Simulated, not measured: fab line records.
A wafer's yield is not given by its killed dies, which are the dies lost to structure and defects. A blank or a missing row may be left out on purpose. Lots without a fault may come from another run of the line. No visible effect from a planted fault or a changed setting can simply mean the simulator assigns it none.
A struck lot beside a sound one :: flow berkeleyCmos170 :: 31 out of 331 route steps
Sound: wafers L847.1, L847.3, L847.4. The struck wafers were L844.2, L844.5, L844.6. The cause is named last.
At each step with rows: each side's tool, then ch and its chambers, then its first start. Under that, the readings that differ: sound wafers :: struck wafers :: difference of the means :: sigmas: that difference in standard deviations of wafers without a fault.
alike: words and numbers the same on both sides, and readings whose means are apart by under 2 such deviations; not compared: readings that were withheld, readings missing a value for some wafer, numbers with overlapping values and no deviation given by the record, and bounds like >300 which may hide the same value.
A row with sigmas, a row that says differs or no value, or rows on one side alone: a step with any of these is where the two part. Non-overlapping numbers with no deviation appear without sigmas and do not part them. Lack of a reading on every wafer of one side parts them only where that side has two or more wafers.

UCB170_PLDD_TW_MEAS_11:
  struck on filmMetro-03, day 9 20:24; sound on filmMetro-01, day 10 09:53
  alike: PLDD_TW
then, 7 steps without rows for these wafers: UCB170_PLDD_CLEAN_12 (cleans in SPM, time 600 s); UCB170_NLDD_HMDS_00 (prime time 60 s); UCB170_NLDD_COAT_01 (resist thk 900 nm); UCB170_NLDD_SOFTBAKE_02 (time 60 s); UCB170_NLDD_EXPOSE_03 (exposes mask NSELECT, target cd 1200 nm); UCB170_NLDD_PEB_04; UCB170_NLDD_DEVELOP_05 (develop time 45 s).
UCB170_NLDD_CD_MEAS_06: target cd 1200 nm.
  struck on cdSem-01, day 9 23:27; sound on cdSem-02, day 10 10:59
  alike: cdNm
UCB170_NLDD_OVL_MEAS_07:
  struck on overlay-02, day 9 23:34; sound on overlay-01, day 10 11:06
  alike: NLDD_OVL
then, 2 steps without rows for these wafers: UCB170_NLDD_IMPLANT_08; UCB170_NLDD_IMPLANT_09.
UCB170_NLDD_STRIP_10: strips in O2.
  sound on plasmaAsher-02 ch 0,1, day 10 11:26; struck on plasmaAsher-02 ch 0,1, day 9 23:54
  no value came back on the struck wafers for any of 5 readings (chamberPressureMTorr (mTorr), drypumpMotorCurrentA (A) and others); on the sound wafers chamberPressureMTorr (mTorr) reads 3501 3501 3503
reading: model.KrF_of_NLDD_COAT_01.thkNm (nm)
sound: 0 0 0
struck: 886.1 886 885.1
difference: +885.7
sigmas: 
  not compared: rfHoursCounterH
UCB170_NLDD_TW_MEAS_11:
  struck on filmMetro-03, day 10 00:01; sound on filmMetro-01, day 10 11:34
  alike: NLDD_TW
then, 1 step without rows for these wafers: UCB170_NLDD_CLEAN_12 (cleans in SPM, time 600 s).
UCB170_SPACER_CVD_00: deposits SiO2 from TEOS/O2, target thk 376 nm, time 47 s.
  sound on pecvd-04 ch 1,2, day 10 11:49; struck on pecvd-04 ch 0,1, day 10 00:43
  alike: heaterPowerW, pressureMtorr
UCB170_SPACER_THK_MEAS_01:
  struck on filmMetro-03, day 10 00:47; sound on filmMetro-03, day 10 11:52
  alike: SPACER_TEOS_THK
then, 1 step without rows for these wafers: UCB170_SPACER_ANNEAL_02 (time 1800 s).
UCB170_SPACER_ETCHBACK_03: etches SiO2 in CHF3/CF4/Ar, stops on Si, target depth 376 nm, time 100 s.
  sound on rieDiel-03 ch 1,2,3, day 10 18:02; struck on rieDiel-02 ch 2,3, day 10 05:11
reading: oesProductAu (a.u.)
sound: 0.891 0.882 0.904
struck: 0.922 0.938 0.921
difference: +0.035
sigmas: +2
  alike: drypumpMotorCurrentA, mfcArSccm, throttleValvePct
  not compared: rfHoursCounterH
then, 6 steps without rows for these wafers: UCB170_PSD_HMDS_00 (prime time 60 s); UCB170_PSD_COAT_01 (resist thk 900 nm); UCB170_PSD_SOFTBAKE_02 (time 60 s); UCB170_PSD_EXPOSE_03 (exposes mask PSELECT MOD, target cd 1200 nm); UCB170_PSD_PEB_04; UCB170_PSD_DEVELOP_05 (develop time 45 s).
UCB170_PSD_CD_MEAS_06: target cd 1200 nm.
  struck on cdSem-02, day 10 06:29; sound on cdSem-02, day 10 20:08
  alike: cdNm
UCB170_PSD_OVL_MEAS_07:
  struck on overlay-01, day 10 06:35; sound on overlay-02, day 10 20:15
  alike: PSD_OVL
next, for these wafers, 1 step has no rows: UCB170_PSD_IMPLANT_08.
UCB170_PSD_STRIP_09: strips in O2.
  sound on plasmaAsher-01 ch 0,1, day 10 20:26; struck on plasmaAsher-01 ch 0,1, day 10 06:46
reading: oesProductAu (a.u.)
sound: 0.598 0.606 0.596
struck: 0.668 0.659 0.664
difference: +0.064
sigmas: +15

reading: stripTimeToEndpointS (s)
sound: 29.46 29.58 29.49
struck: 55.52 55.37 55.46
difference: +25.94
sigmas: +99 or more
  alike: chamberPressureMTorr, drypumpMotorCurrentA, o2FlowSccm
  not compared: rfHoursCounterH
UCB170_PSD_TW_MEAS_10:
  struck on filmMetro-03, day 10 06:53; sound on filmMetro-03, day 10 20:32
reading: PSD_TW
sound: 2324 2333 2329
struck: 30 30 30
difference: -2299
sigmas: -99 or more
then, 1 step without rows for these wafers: UCB170_PSD_CLEAN_11 (cleans in SPM, time 600 s).

## WHERE THEY PART
Earliest at UCB170_NLDD_STRIP_10; latest, in this record, at UCB170_PSD_TW_MEAS_10.

WHY: the cause the simulator had injected
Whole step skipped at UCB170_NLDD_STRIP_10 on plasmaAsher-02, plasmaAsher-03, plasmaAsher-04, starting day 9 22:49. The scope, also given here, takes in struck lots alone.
